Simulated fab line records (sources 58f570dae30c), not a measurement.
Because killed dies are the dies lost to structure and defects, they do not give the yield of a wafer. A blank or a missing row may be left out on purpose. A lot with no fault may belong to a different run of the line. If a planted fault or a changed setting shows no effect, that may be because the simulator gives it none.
Split-lot trial || flow berkeleyCmos170 || 5 lots, 27 wafers read, on a route of 331 steps

SPLIT DETAILS
At UCB170_SDANNEAL_RTA_00 (time 10 s), the setting timeS was moved away from the recipe's 10 s on 12 of the 27 wafers read, by -49.8% to +53.3%. For the rest of the wafers, this setting stayed at what the recipe calls for.

FROM SPLIT TO READING: 1 step shown by the file between the two
- UCB170_SDANNEAL_RTA_01: time 5 s

THE READING
PSD_RS in ohm/sq, measured at UCB170_SDANNEAL_RS_MEAS_02 by four-point-probe. Fault-free wafers of this fab line usually give 75.59 ohm/sq, standard deviation 0.2 ohm/sq.

{"wafer": "L074.1", "tool, chamber at the split": "rtpAnneal-02, 0", "timeS as run, s": 10, "against the recipe": "recipe", "PSD_RS, ohm/sq": 75.33, "against lot-mates on the recipe": "-"}
{"wafer": "L074.2", "tool, chamber at the split": "rtpAnneal-02, 0", "timeS as run, s": 5.022, "against the recipe": "-49.8%", "PSD_RS, ohm/sq": 76.27, "against lot-mates on the recipe": "+0.72"}
{"wafer": "L074.3", "tool, chamber at the split": "rtpAnneal-02, 0", "timeS as run, s": 10, "against the recipe": "recipe", "PSD_RS, ohm/sq": 75.54, "against lot-mates on the recipe": "-"}
{"wafer": "L074.4", "tool, chamber at the split": "rtpAnneal-02, 0", "timeS as run, s": 5.022, "against the recipe": "-49.8%", "PSD_RS, ohm/sq": 76.18, "against lot-mates on the recipe": "+0.63"}
{"wafer": "L074.5", "tool, chamber at the split": "rtpAnneal-02, 0", "timeS as run, s": 5.022, "against the recipe": "-49.8%", "PSD_RS, ohm/sq": 76.35, "against lot-mates on the recipe": "+0.80"}
{"wafer": "L074.6", "tool, chamber at the split": "rtpAnneal-02, 0", "timeS as run, s": 10, "against the recipe": "recipe", "PSD_RS, ohm/sq": 75.77, "against lot-mates on the recipe": "-"}
{"wafer": "L080.1", "tool, chamber at the split": "rtpAnneal-02, 0", "timeS as run, s": 10, "against the recipe": "recipe", "PSD_RS, ohm/sq": 75.65, "against lot-mates on the recipe": "-"}
{"wafer": "L080.2", "tool, chamber at the split": "rtpAnneal-02, 0", "timeS as run, s": 12.75, "against the recipe": "+27.5%", "PSD_RS, ohm/sq": 75.17, "against lot-mates on the recipe": -0.42}
{"wafer": "L080.3", "tool, chamber at the split": "rtpAnneal-02, 0", "timeS as run, s": 12.75, "against the recipe": "+27.5%", "PSD_RS, ohm/sq": 75.31, "against lot-mates on the recipe": -0.28}
{"wafer": "L080.4", "tool, chamber at the split": "rtpAnneal-02, 0", "timeS as run, s": 12.75, "against the recipe": "+27.5%", "PSD_RS, ohm/sq": 75.71, "against lot-mates on the recipe": "+0.12"}
{"wafer": "L080.5", "tool, chamber at the split": "rtpAnneal-02, 0", "timeS as run, s": 10, "against the recipe": "recipe", "PSD_RS, ohm/sq": 75.48, "against lot-mates on the recipe": "-"}
{"wafer": "L080.6", "tool, chamber at the split": "rtpAnneal-02, 0", "timeS as run, s": 10, "against the recipe": "recipe", "PSD_RS, ohm/sq": 75.64, "against lot-mates on the recipe": "-"}
{"wafer": "L081.1", "tool, chamber at the split": "rtpAnneal-02, 0", "timeS as run, s": 10, "against the recipe": "recipe", "PSD_RS, ohm/sq": 75.64, "against lot-mates on the recipe": "-"}
{"wafer": "L081.2", "tool, chamber at the split": "rtpAnneal-02, 0", "timeS as run, s": 15.33, "against the recipe": "+53.3%", "PSD_RS, ohm/sq": 74.95, "against lot-mates on the recipe": -0.52}
{"wafer": "L081.3", "tool, chamber at the split": "rtpAnneal-02, 0", "timeS as run, s": 15.33, "against the recipe": "+53.3%", "PSD_RS, ohm/sq": 74.89, "against lot-mates on the recipe": -0.58}
{"wafer": "L081.4", "tool, chamber at the split": "rtpAnneal-02, 0", "timeS as run, s": 15.33, "against the recipe": "+53.3%", "PSD_RS, ohm/sq": 74.95, "against lot-mates on the recipe": -0.52}
{"wafer": "L081.5", "tool, chamber at the split": "rtpAnneal-02, 0", "timeS as run, s": 10, "against the recipe": "recipe", "PSD_RS, ohm/sq": 75.47, "against lot-mates on the recipe": "-"}
{"wafer": "L081.6", "tool, chamber at the split": "rtpAnneal-02, 0", "timeS as run, s": 10, "against the recipe": "recipe", "PSD_RS, ohm/sq": 75.31, "against lot-mates on the recipe": "-"}
{"wafer": "L082.1", "tool, chamber at the split": "rtpAnneal-01, 0", "timeS as run, s": 10, "against the recipe": "recipe", "PSD_RS, ohm/sq": 75.67, "against lot-mates on the recipe": "-"}
{"wafer": "L082.2", "tool, chamber at the split": "rtpAnneal-01, 0", "timeS as run, s": 10, "against the recipe": "recipe", "PSD_RS, ohm/sq": 75.69, "against lot-mates on the recipe": "-"}
{"wafer": "L082.3", "tool, chamber at the split": "rtpAnneal-01, 0", "timeS as run, s": 6.892, "against the recipe": "-31.1%", "PSD_RS, ohm/sq": 76.21, "against lot-mates on the recipe": "+0.48"}
{"wafer": "L082.4", "tool, chamber at the split": "rtpAnneal-01, 0", "timeS as run, s": 6.892, "against the recipe": "-31.1%", "PSD_RS, ohm/sq": 76.08, "against lot-mates on the recipe": "+0.35"}
{"wafer": "L082.5", "tool, chamber at the split": "rtpAnneal-01, 0", "timeS as run, s": 10, "against the recipe": "recipe", "PSD_RS, ohm/sq": 75.82, "against lot-mates on the recipe": "-"}
{"wafer": "L082.6", "tool, chamber at the split": "rtpAnneal-01, 0", "timeS as run, s": 6.892, "against the recipe": "-31.1%", "PSD_RS, ohm/sq": 76.19, "against lot-mates on the recipe": "+0.46"}
{"wafer": "L085.1", "tool, chamber at the split": "rtpAnneal-01, 0", "timeS as run, s": 10, "against the recipe": "recipe", "PSD_RS, ohm/sq": 75.60, "against lot-mates on the recipe": "-"}
{"wafer": "L085.4", "tool, chamber at the split": "rtpAnneal-01, 0", "timeS as run, s": 10, "against the recipe": "recipe", "PSD_RS, ohm/sq": 75.41, "against lot-mates on the recipe": "-"}
{"wafer": "L085.5", "tool, chamber at the split": "rtpAnneal-01, 0", "timeS as run, s": 10, "against the recipe": "recipe", "PSD_RS, ohm/sq": 75.50, "against lot-mates on the recipe": "-"}

FIT RESULTS
A straight line over all 27 wafers: PSD_RS changes by -0.0131 ohm/sq for each +1% of timeS; r = -0.92; the points scatter about the line by 0.16 ohm/sq.
The same after taking each lot's own level away (the mean of its wafers on the recipe; 27 wafers): -0.0119 ohm/sq for each +1%; r = -0.93; scatter 0.14 ohm/sq.
Per that fit: largest timeS move, reading shift of 0.63 ohm/sq.
The lots' own levels span 75.473 to 75.727 ohm/sq, that is 1.3 times the standard deviation above.
Hence the lot-to-lot level has little effect on the slope; both slopes agree.
Check: -0.6 ohm/sq against its lot-mates is what the line predicts for one of the wafers moved furthest among these (+53.3%) when that wafer is left out of the fit. Against them it came out at -0.523 ohm/sq.

THE OTHER SPLITS THESE WAFERS WENT THROUGH
Other splits were also applied to these wafers ahead of the reading. Each is held against what the fit with the lots' levels taken away leaves over:
{"other split on the same wafers": "UCB170_NWELL_ETCH_13 targetDepthA", "wafers away from the commonest value": 6, "r with PSD_RS (lot level and that fit taken away)": "+0.15"}
{"other split on the same wafers": "UCB170_ACTIVE_CVD_05 timeS", "wafers away from the commonest value": 21, "r with PSD_RS (lot level and that fit taken away)": "+0.02"}
{"other split on the same wafers": "UCB170_SCREENOX_OXIDATION_01 oxTimeS", "wafers away from the commonest value": 21, "r with PSD_RS (lot level and that fit taken away)": -0.03}
{"other split on the same wafers": "UCB170_SPACER_ANNEAL_02 timeS", "wafers away from the commonest value": 21, "r with PSD_RS (lot level and that fit taken away)": -0.08}

FILE'S OWN FIT
PSD_RS changes by -0.0119 ohm/sq for each +1% of timeS, r = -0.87.
